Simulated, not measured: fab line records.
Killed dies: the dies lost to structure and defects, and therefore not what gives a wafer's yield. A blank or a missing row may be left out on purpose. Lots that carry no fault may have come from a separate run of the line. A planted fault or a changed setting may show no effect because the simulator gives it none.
Which tool did it? ; flow ritCmos ; 14 lots with 42 wafers sampled at 2 steps, on a route of 202 steps

== WHAT THE GAUGES READ, wafer by wafer ==
RIT_PSD_TW_MEAS_10.
lot;measured;on;PSD_TW
L957;day 3 00:58;filmMetro-04;3433 3443 3453
L958;day 3 06:45;filmMetro-02;3421 3442 3412
L959;day 3 10:34;filmMetro-04;3458 3449 3462
L960;day 3 15:57;filmMetro-04;3446 3457 3445
L961;day 3 20:11;filmMetro-04;3438 3443 3428
L963;day 4 08:05;filmMetro-03;3452 3460 3437
L966;day 4 22:44;filmMetro-02;3433 3432 3426
L968;day 5 07:43;filmMetro-02;3389 3415 3409
L969;day 5 12:39;filmMetro-04;3459 3437 3462
L970;day 5 19:05;filmMetro-03;3437 3474 3456
L971;day 5 22:54;filmMetro-02;30 30 30
L972;day 6 03:29;filmMetro-02;3429 3423 3419
L974;day 6 15:19;filmMetro-03;30 30 30
L980;day 8 00:53;filmMetro-04;3444 3438 3465

== WHAT TOOL EACH LOT RAN ON (gives the tool, then ch and the chambers of the sampled wafers, and finally the start) ==
lot;RIT_PSD_DEVELOP_05
L957;lithoTrack-02 ch 0, day 3 00:00
L958;lithoTrack-02 ch 0, day 3 06:00
L959;lithoTrack-02 ch 0, day 3 09:00
L960;lithoTrack-04 ch 0, day 3 15:00
L961;lithoTrack-03 ch 0, day 3 19:00
L963;lithoTrack-04 ch 0, day 4 07:00
L966;lithoTrack-04 ch 0, day 4 22:00
L968;lithoTrack-03 ch 0, day 5 07:00
L969;lithoTrack-03 ch 0, day 5 12:00
L970;lithoTrack-02 ch 0, day 5 18:00
L971;lithoTrack-03 ch 0, day 5 22:00
L972;lithoTrack-04 ch 0, day 6 02:00
L974;lithoTrack-03 ch 0, day 6 14:00
L980;lithoTrack-02 ch 0, day 8 00:00
- RIT_PSD_DEVELOP_05: develop time 50 s.

== WHAT THE TOOLS THEMSELVES READ (means of the sampled wafers that have a number; where no wafer has one, the mark that the record gives instead) ==
RIT_PSD_DEVELOP_05.
lot;tool;chillPlateTempC (C)
L957;lithoTrack-02;22.95
L958;lithoTrack-02;22.91
L959;lithoTrack-02;23.07
L960;lithoTrack-04;23.04
L961;lithoTrack-03;23.07
L963;lithoTrack-04;22.96
L966;lithoTrack-04;23.04
L968;lithoTrack-03;22.94
L969;lithoTrack-03;23.10
L970;lithoTrack-02;22.99
L971;lithoTrack-03;22.86
L972;lithoTrack-04;22.89
L974;lithoTrack-03;23.03
L980;lithoTrack-02;22.90

== THE ANSWER, worked out from the rows above alone ==
Rule: what is usual is taken from the lots themselves. Put in order of their means at a reading, lots are off if they are a third of the lots or fewer, leave a main group of 4 or more, and stand apart from it by a gap of 3 or more times the standard deviation of the main group's means; of several such gaps the widest counts. A main group whose means are all the same, to the digits that the tables above print for the reading, isn't used. A lot without any number at a reading at which 4 lots or more have one is off too. All remaining lots with rows at the step are treated as sound. The gauges are gone through in route order, then the tools' own readings, and for those a lot's mean is taken as printed above. At the first step where some lot is off, the reading lying furthest off is the one used; lots without a number count as furthest.
Off: L971, L974, at RIT_PSD_TW_MEAS_10 (PSD_TW). The main group has a mean of 3440 with a standard deviation of 15.
A tool fits if, at a process step before that reading, it ran every lot that is off, and no sound lot after the first of them. Gauges at RIT_PSD_TW_MEAS_10: tried the same way as those tools. One fits: lithoTrack-03 at RIT_PSD_DEVELOP_05. Its last sound lot is L969 (day 5 12:00), its first lot that is off L971 (day 5 22:00): a fault that began between those two fits.

== WHAT THE SIMULATOR HAD INSERTED ==
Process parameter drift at RIT_PSD_DEVELOP_05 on lithoTrack-03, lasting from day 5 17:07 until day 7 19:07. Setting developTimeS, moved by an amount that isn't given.
Shown lots that were struck: L971, L974. Same finding as the rule above.
